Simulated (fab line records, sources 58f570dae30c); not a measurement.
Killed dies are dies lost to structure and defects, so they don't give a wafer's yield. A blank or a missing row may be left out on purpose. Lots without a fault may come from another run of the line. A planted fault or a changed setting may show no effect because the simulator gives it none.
A struck lot beside a sound one | flow berkeley_cmos170 | 24 steps out of a route of 331
Sound: wafers L626.1, L626.2, L626.3. Struck: wafers L628.2, L628.4, L628.5. The cause comes at the end.
At each step with rows: each side's tool, then ch and its chambers, then its first start. Under that, the readings that differ: sound wafers | struck wafers | difference of the means | sigmas: that difference in standard deviations of wafers without a fault.
alike: readings whose means differ by less than 2 such deviations, and words and numbers that are the same on both sides. not compared: withheld readings, readings that some wafer has no value for, bounds like >300 that may hide the same value, and numbers for which the record gives no deviation and whose values overlap.
The two part at a step that has a row with sigmas, a row that says differs or no value, or rows on one side only. Numbers that don't overlap but have no deviation are shown without sigmas and don't part them. A reading that every wafer of one side lacks parts them only if that side has two wafers or more.

first, 4 steps without rows for these wafers: UCB170_PWELL_WET_ETCH_19 (etches Si3N4 in H3PO4, time 14400 s); UCB170_PWELL_WET_ETCH_20 (etches SiO2 in BOE, time 22 s); UCB170_WELLDRIVE_CLEAN_00 (cleans in SPM, time 600 s); UCB170_WELLDRIVE_OXIDATION_01 (target thk 199 nm, ox time 9000 s).
UCB170_WELLDRIVE_THK_MEAS_02:
  sound on film_metro-04, day 6 07:34; struck on film_metro-03, day 6 12:58
  alike: WELLDRIVE_OXIDE_THK
then, 5 steps without rows for these wafers: UCB170_WELLDRIVE_ANNEAL_03 (time 900 s); UCB170_WELLDRIVE_WET_ETCH_04 (etches SiO2 in BOE, time 120 s); UCB170_ACTIVE_CLEAN_00 (cleans in SPM, time 600 s); UCB170_ACTIVE_CLEAN_01 (cleans in dHF, time 60 s); UCB170_ACTIVE_OXIDATION_02 (target thk 26.4 nm, ox time 1260 s).
UCB170_ACTIVE_THK_MEAS_03:
  sound on film_metro-04, day 6 14:10; struck on film_metro-04, day 6 21:08
  alike: ACTIVE_OXIDE_THK
then, 1 step without rows for these wafers: UCB170_ACTIVE_ANNEAL_04 (time 900 s).
UCB170_ACTIVE_CVD_05: deposits Si3N4 from SiH2Cl2/NH3, target thk 220 nm, time 3300 s.
  sound on lpcvd-01 ch 0, day 6 18:17; struck on lpcvd-02 ch 1, day 7 02:29
  reading                                  | sound             | struck            | difference | sigmas
  spike_tc_centre_C (C)                    | 802.7 803.7 802.9 | 820.1 819.9 820.2 | +17.0      | +15
  spike_tc_load_C (C)                      | 819 820 818       | 842 844 844       | +24        | +7
  spike_tc_source_C (C)                    | 825 826 827       | 844 843 843       | +17        | +5
  susceptor_temp_C (C)                     | 799.8 800.0 800.2 | 817.6 817.7 817.4 | +17.6      | +55
  zone_power_load_pct (%)                  | 20.7 20.7 21.3    | 23.6 23.4 23.5    | +2.6       | +3
  model.Si3N4_of_ACTIVE_CVD_05.thk_nm (nm) | 221.5 219.5 220.6 | 299.2 298 300.9   | +78.8      |
UCB170_ACTIVE_THK_MEAS_06:
  sound on film_metro-01, day 6 20:13; struck on film_metro-04, day 7 04:25
  reading                 | sound             | struck            | difference | sigmas
  ACTIVE_NITRIDE_THK (nm) | 221.4 219.6 220.7 | 299.2 298.2 300.9 | +78.9      | +53
then, 6 steps without rows for these wafers: UCB170_ACTIVE_HMDS_07 (prime time 60 s); UCB170_ACTIVE_COAT_08 (resist thk 900 nm); UCB170_ACTIVE_SOFTBAKE_09 (time 60 s); UCB170_ACTIVE_EXPOSE_10 (exposes mask ACTIVE, target cd 1200 nm); UCB170_ACTIVE_PEB_11; UCB170_ACTIVE_DEVELOP_12 (develop time 45 s).
UCB170_ACTIVE_CD_MEAS_13: target cd 1200 nm.
  sound on cd_sem-02, day 6 21:43; struck on cd_sem-02, day 7 05:19
  alike: cd_nm
UCB170_ACTIVE_OVL_MEAS_14:
  sound on overlay-02, day 6 21:50; struck on overlay-01, day 7 05:26
  alike: ACTIVE_OVL
UCB170_ACTIVE_ETCH_15: etches Si3N4 in CH3F/Ar/O2, stops on SiO2, target depth 242 nm, time 151 s.
  sound on rie_diel-03 ch 1,2,3, day 6 21:52; struck on rie_diel-03 ch 0,3, day 7 05:28
  reading                  | sound             | struck            | difference | sigmas
  oes_product_au (a.u.)    | 0.972 0.973 0.959 | 1.034 1.019 1.042 | +0.064     | +5
  model.etch.depth_nm (nm) | 221.5 219.5 220.6 | 241.2 244.2 243.1 | +22.3      |
  alike: drypump_motor_current_A, throttle_valve_pct
  not compared: rf_hours_counter_h
UCB170_ACTIVE_STRIP_16: strips in O2.
  sound on plasma_asher-01 ch 0,1, day 6 21:58; struck on plasma_asher-02 ch 1, day 7 05:34
  alike: drypump_motor_current_A, oes_product_au, strip_time_to_endpoint_s
  not compared: rf_hours_counter_h

WHERE THEY PART
First at UCB170_ACTIVE_CVD_05; last, within this record, at UCB170_ACTIVE_ETCH_15. Later steps at which nothing parts them and some readings are alike: UCB170_ACTIVE_STRIP_16.

WHY: what the simulator had put in
Process parameter drift: lpcvd-02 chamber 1, from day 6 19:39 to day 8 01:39, at UCB170_ACTIVE_CVD_05. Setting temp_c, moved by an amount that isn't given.
